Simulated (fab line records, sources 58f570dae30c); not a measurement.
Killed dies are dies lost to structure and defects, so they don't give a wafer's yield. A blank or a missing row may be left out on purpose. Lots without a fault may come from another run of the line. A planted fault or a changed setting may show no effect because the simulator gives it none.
Tool commonality check | flow berkeley_cmos170 | 14 lots, 42 wafers sampled

WHY IT WAS OPENED
At UCB170_M2_RS_MEAS_02 the reading M2_AL_RS is flagged on 2 of 14 lots. Wafers without a fault read 0.03216 ohm/sq, standard deviation 0.00028.
Rule: a lot is flagged when every wafer of it that has a number lies more than 4 standard deviations from that mean, or none has a number. The other lots count as sound.

lot  | measured     | on            | M2_AL_RS (ohm/sq), wafer by wafer | flag
L735 | day 7 19:02  | film_metro-03 | 0.03236 0.03236 0.03223           |
L738 | day 7 19:13  | film_metro-02 | 0.03197 0.03247 0.032             |
L734 | day 7 19:29  | film_metro-01 | 0.03191 0.03177 0.03207           |
L737 | day 7 19:37  | film_metro-03 | 0.0319 0.03211 0.03215            |
L736 | day 7 19:52  | film_metro-02 | 0.03238 0.03237 0.03239           |
L739 | day 8 09:07  | film_metro-01 | 0.03235 0.0324 0.03251            |
L740 | day 8 22:35  | film_metro-02 | 0.03205 0.03202 0.03188           |
L742 | day 9 12:44  | film_metro-01 | 0.03245 0.03226 0.03212           |
L741 | day 9 14:49  | film_metro-03 | 0.03025 0.03033 0.0304            | FLAGGED
L744 | day 9 15:25  | film_metro-02 | 0.03214 0.0324 0.03221            |
L750 | day 10 17:37 | film_metro-01 | 0.03004 0.02999 0.02987           | FLAGGED
L753 | day 11 04:38 | film_metro-03 | 0.0321 0.0322 0.03195             |
L754 | day 11 08:51 | film_metro-03 | 0.03216 0.03219 0.03212           |
L757 | day 12 19:49 | film_metro-03 | 0.03215 0.03229 0.03231           |
The numbers of the flagged lots are 0.03015 ohm/sq on average: -0.00201 ohm/sq against the usual, or -7 standard deviations.

WHICH TOOL RAN EACH LOT
The record holds 1 process step before the reading, out of a route of 331 steps. In each cell: the tool, then ch and the chambers that the sampled wafers went through, then the start.
lot  | flag    | UCB170_M2_SPUTTER_01
L735 |         | pvd_sputter-02, day 7 18:58
L738 |         | pvd_sputter-01, day 7 19:08
L734 |         | pvd_sputter-03, day 7 19:23
L737 |         | pvd_sputter-02, day 7 19:30
L736 |         | pvd_sputter-01, day 7 19:44
L739 |         | pvd_sputter-01, day 8 09:01
L740 |         | pvd_sputter-02, day 8 22:30
L742 |         | pvd_sputter-01, day 9 12:35
L741 | FLAGGED | pvd_sputter-02, day 9 14:44
L744 |         | pvd_sputter-01, day 9 15:20
L750 | FLAGGED | pvd_sputter-02, day 10 17:31
L753 |         | pvd_sputter-01, day 11 04:32
L754 |         | pvd_sputter-01, day 11 08:45
L757 |         | pvd_sputter-01, day 12 19:41
What these steps do:
- UCB170_M2_SPUTTER_01: material Al, target thk 900 nm, time 120 s.
- UCB170_M2_RS_MEAS_02: measures by four-point-probe.

FLAGGED OVER TOTAL, TOOL BY TOOL (the gauges that took the reading come last)
step                 | tool           | lots run | flagged | share of the flagged lots | sound lots run after its first flagged lot
UCB170_M2_SPUTTER_01 | pvd_sputter-01 | 8        | 0       | none                      | -
UCB170_M2_SPUTTER_01 | pvd_sputter-02 | 5        | 2       | all                       | 0
UCB170_M2_SPUTTER_01 | pvd_sputter-03 | 1        | 0       | none                      | -
UCB170_M2_RS_MEAS_02 | film_metro-01  | 4        | 1       | some                      | 0
UCB170_M2_RS_MEAS_02 | film_metro-02  | 4        | 0       | none                      | -
UCB170_M2_RS_MEAS_02 | film_metro-03  | 6        | 1       | some                      | 3 (L753,L754,L757)

WHAT THE TABLE ALLOWS
1 row of the table ran every flagged lot: pvd_sputter-02 at UCB170_M2_SPUTTER_01.
- pvd_sputter-02 at UCB170_M2_SPUTTER_01: 2 of its 5 lots flagged. Its last sound lot is L740 (day 8 22:30), its first flagged lot L741 (day 9 14:44): a fault that began between those two fits.
One tool is left: pvd_sputter-02 at UCB170_M2_SPUTTER_01.

WHAT THE SIMULATOR HAD PUT IN
Process parameter drift: pvd_sputter-02, from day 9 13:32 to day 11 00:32, at UCB170_M2_SPUTTER_01. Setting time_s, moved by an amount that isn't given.
Lots struck among those shown: L741, L750. The rule above found the same.
